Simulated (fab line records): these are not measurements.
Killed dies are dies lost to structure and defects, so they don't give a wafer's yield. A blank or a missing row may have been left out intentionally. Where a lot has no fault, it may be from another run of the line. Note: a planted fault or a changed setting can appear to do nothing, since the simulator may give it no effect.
A lot that was struck, set against a sound lot	flow rit_cmos	18 out of 202 route steps
Sound: wafers L663.1, L663.2, L663.6. Wafers struck: L668.1, L668.2, L668.3. Last of all comes the cause.
At each step with rows: each side's tool, then ch and its chambers, then its first start. Under that, the readings that differ: sound wafers	struck wafers	difference of the means	sigmas: that difference in standard deviations of wafers without a fault.
alike: readings with means less than 2 such deviations apart, plus words and numbers identical on both sides. not compared: withheld readings, readings lacking a value on some wafer, bounds such as >300 that could conceal the same value, and numbers that have no deviation in the record and whose values overlap.
Wherever a step has rows on one side only, a row that says differs or no value, or a row with sigmas, the two part there. When numbers do not overlap yet have no deviation, they are printed without sigmas and do not part them. A reading missing from all wafers of one side parts the sides only when that side holds two or more wafers.

first, 1 step without rows for these wafers: RIT_PWELL_DEVELOP_05 (develop time 71.04 s).
RIT_PWELL_OVL_MEAS_06:
  sound: overlay-01 at day 3 02:59; struck: overlay-02 at day 4 03:38
  alike: PWELL_OVL
then, 2 steps without rows for these wafers: RIT_PWELL_HARDBAKE_07 (time 120 s); RIT_PWELL_IMPLANT_08.
RIT_PWELL_STRIP_09: strips in O2, time 180 s.
  sound on plasma_asher-03 ch 0,1, day 3 03:25; struck on plasma_asher-03 ch 0,1, day 4 04:04
  alike: drypump_motor_current_A, rf_refl_power_W
  not compared: rf_hours_counter_h
RIT_PWELL_TW_MEAS_10:
  sound: film_metro-04 at day 3 03:35; struck: film_metro-03 at day 4 04:14
reading	sound	struck	difference	sigmas
PWELL_TW	969 962 967	947 947 945	-20	-2
then, 1 step without rows for these wafers: RIT_WELLDRIVE_ANNEAL_00 (time 14700 s).
RIT_WELLDRIVE_RS_MEAS_01: the measuring method here is four-point-probe.
  sound: film_metro-03 at day 3 09:11; struck: film_metro-01 at day 4 10:00
reading	sound	struck	difference	sigmas
NWELL_RS (ohm/sq)	277.2 277.4 276.9	281.1 279.6 280.9	+3.4	+3
RIT_WELLDRIVE_RS_MEAS_02: the measuring method here is four-point-probe.
  sound: film_metro-03 at day 3 09:19; struck: film_metro-01 at day 4 10:07
  alike: PWELL_RS
then, 3 steps without rows for these wafers: RIT_NRETRO_HMDS_00 (prime time 60 s); RIT_NRETRO_COAT_01 (resist thk 1300 nm); RIT_NRETRO_SOFTBAKE_02 (time 60 s).
RIT_NRETRO_EXPOSE_03: exposes mask M4, target cd 43900 nm.
  sound on iline_stepper-02 ch 0, day 3 09:53; struck on iline_stepper-02 ch 0, day 4 10:41
reading	sound	struck	difference	sigmas
model.NRETRO.overlay_x_nm (nm)	1.469 1.469 1.469	-180.5 -180.5 -180.5	-182.0	
  alike: mask
then, 2 steps without rows for these wafers: RIT_NRETRO_PEB_04; RIT_NRETRO_DEVELOP_05 (develop time 68 s).
RIT_NRETRO_OVL_MEAS_06:
  sound: overlay-02 at day 3 10:19; struck: overlay-02 at day 4 11:10
reading	sound	struck	difference	sigmas
NRETRO_OVL (nm)	3.1 -0.2 -0.4	-181.7 -180.4 -182.1	-182.2	-99 or more
then, 1 step without rows for these wafers: RIT_NRETRO_HARDBAKE_07 (time 120 s).
RIT_M1_PROBE_99:
  sound: prober-01 at day 4 17:25; struck: prober-02 at day 5 20:53
reading	sound	struck	difference	sigmas
model.etest.retro_edge_pmos.off_log10_a_um	-10.45 -10.52 -10.18	-9.008 -9.169 -9.274	+1.233	
model.etest.retro_edge_nmos.off_log10_a_um	-10.28 -10.48 -10.27	-8.469 -8.448 -8.608	+1.835	
  alike: killed_at_contacts, killed_at_front_end, killed_dies, killed_open, killed_short

## WHERE THEY PART
Earliest at RIT_PWELL_TW_MEAS_10; latest, in this record, at RIT_NRETRO_OVL_MEAS_06. Later steps at which nothing parts them and some readings are alike: RIT_M1_PROBE_99.

WHY: what had been put in by the simulator
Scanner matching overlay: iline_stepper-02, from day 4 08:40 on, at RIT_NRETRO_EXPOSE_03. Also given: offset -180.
